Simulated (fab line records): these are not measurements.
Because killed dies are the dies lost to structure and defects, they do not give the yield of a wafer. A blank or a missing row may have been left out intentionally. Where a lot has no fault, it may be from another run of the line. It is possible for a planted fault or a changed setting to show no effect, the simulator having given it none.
The tool behind it: which one? | flow berkeley cmos170 | Sampling: 8 lots, 24 wafers, 2 of 331 route steps

WHAT THE GAUGES SHOWED, per wafer
UCB170_NWELL_OVL_MEAS_12.
lot  | measured    | on         | NWELL_OVL (nm)
L338 | day 2 14:58 | overlay-01 | 8 9 11
L340 | day 2 19:15 | overlay-02 | 11 3 5
L342 | day 3 05:20 | overlay-01 | -2 -1 3
L344 | day 3 17:53 | overlay-01 | 1028 1028 1018
L348 | day 4 14:52 | overlay-01 | 1035 1037 1037
L352 | day 5 06:10 | overlay-01 | 1 -1 -2
L356 | day 6 15:53 | overlay-02 | 3 -2 5
L360 | day 7 02:10 | overlay-01 | 10 17 11

WHAT TOOL EACH LOT RAN ON (gives the tool, then ch and the chambers of the sampled wafers, and finally the start)
lot  | UCB170_NWELL_EXPOSE_09
L338 | krf scanner-01 ch 0, day 2 14:05
L340 | krf scanner-02 ch 0, day 2 18:54
L342 | krf scanner-01 ch 0, day 3 04:49
L344 | krf scanner-01 ch 0, day 3 17:29
L348 | krf scanner-01 ch 0, day 4 13:41
L352 | krf scanner-02 ch 0, day 5 05:19
L356 | krf scanner-02 ch 0, day 6 15:30
L360 | krf scanner-02 ch 0, day 7 01:37
- UCB170_NWELL_EXPOSE_09: exposes mask NWELL, target cd 3000 nm.

THE ANSWER, worked out from the rows above alone
Rule: the lots themselves supply what counts as usual. Put in order of their means at a reading, lots are off if they are a third of the lots or fewer, leave a main group of 4 or more, and stand apart from it by a gap of 3 or more times the standard deviation of the main group's means; of several such gaps the widest counts. A main group whose means are all the same, to the digits that the tables above print for the reading, isn't used. Also off: a lot with no number at a reading for which 4 or more lots have one. All remaining lots with rows at the step are treated as sound.
Off: L344, L348, seen at UCB170_NWELL_OVL_MEAS_12 (NWELL_OVL). Mean 5 nm and standard deviation 4.9 in the main group.
A tool fits if, at a process step before that reading, it ran every lot that is off, and no sound lot after the first of them. The gauges at UCB170_NWELL_OVL_MEAS_12 are tried like those tools. One fits: krf scanner-01 at UCB170_NWELL_EXPOSE_09. Its last sound lot is L342 (day 3 04:49), its first lot that is off L344 (day 3 17:29): a fault that began between those two fits.

WHAT WAS PUT IN BY THE SIMULATOR
Scanner matching overlay: krf scanner-01, from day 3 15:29 on, at UCB170_NWELL_EXPOSE_09. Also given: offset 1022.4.
Lots struck among those shown: L344, L348. This agrees with what the rule above found.
